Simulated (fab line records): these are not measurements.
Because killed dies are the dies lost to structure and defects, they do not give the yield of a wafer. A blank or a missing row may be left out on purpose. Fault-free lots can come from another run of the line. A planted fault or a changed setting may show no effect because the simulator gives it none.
The same fault as seen by 2 desks    flow berkeley cmos170    each desk has only its own numbers; what lay behind them comes last

== FROM THE METROLOGY DESK ==
Means of the sampled wafers that have a number, per lot and without regard to the tool the lot ran on: this is what the gauges read. Any lot whose mean is over 4 standard deviations away from the usual mean is out of limits and marked OUT; that distance is given in the brackets.
Columns: A = NWELL_OVL at UCB170_NWELL_OVL_MEAS_12, usual 0 nm; B = M3_AL_RS at UCB170_M3_RS_MEAS_02, usual 0.0323 ohm/sq; C = M3_AL_THK at UCB170_M3_THK_MEAS_03, usual 921 nm
lot   first seen here  A   B       C
L250  day 2 04:16      -0  0.0327  902
L251  day 2 07:50      1   0.0320  935
L252  day 2 16:32      -4  0.0323  924
L253  day 2 16:38      -1  0.0324  923
L254  day 3 02:13      6   0.0322  929
L255  day 3 06:14      -2  0.0325  914
L258  day 3 18:34      7   0.0320  935
L259  day 4 06:12      -1  -       -
L261  day 4 16:34      4   0.0327  907
L262  day 4 16:44      -1  -       -
L270  day 6 09:02      -2  0.0324  917
L271  day 6 15:01      0   0.0324  916
L272  day 6 22:55      3   0.0320  937
L273  day 6 23:04      -1  0.0323  924
This desk found nothing out of limits on any of the 14 lots.

== TOOL OWNER'S DESK, plasma asher-04 ==
The tool's own readings at UCB170_GATE_STRIP_16 (strips in O2): means of the sampled wafers that have a number, for each lot that ran on this tool. Any lot whose mean is over 4 standard deviations away from the usual mean is out of limits and marked OUT; that distance is given in the brackets.
Columns: A = chamber pressure mTorr at UCB170_GATE_STRIP_16, usual 3500 mTorr; B = drypump motor current A at UCB170_GATE_STRIP_16, usual 5.7 A; C = oes product au at UCB170_GATE_STRIP_16, usual 0.724 a.u.
lot   first seen here  A     B    C
L250  day 6 02:34      3499  6.4  0.724
L270  day 10 04:27     3501  6.4  0.726
L272  day 10 19:46     3499  6.4  0.723
This desk found nothing out of limits on any of the 3 lots.

== PUT TOGETHER ==
At the metrology desk, nothing out of limits was observed.
The desk of the tool owner found nothing out of limits.

== WHAT WAS PUT IN BY THE SIMULATOR ==
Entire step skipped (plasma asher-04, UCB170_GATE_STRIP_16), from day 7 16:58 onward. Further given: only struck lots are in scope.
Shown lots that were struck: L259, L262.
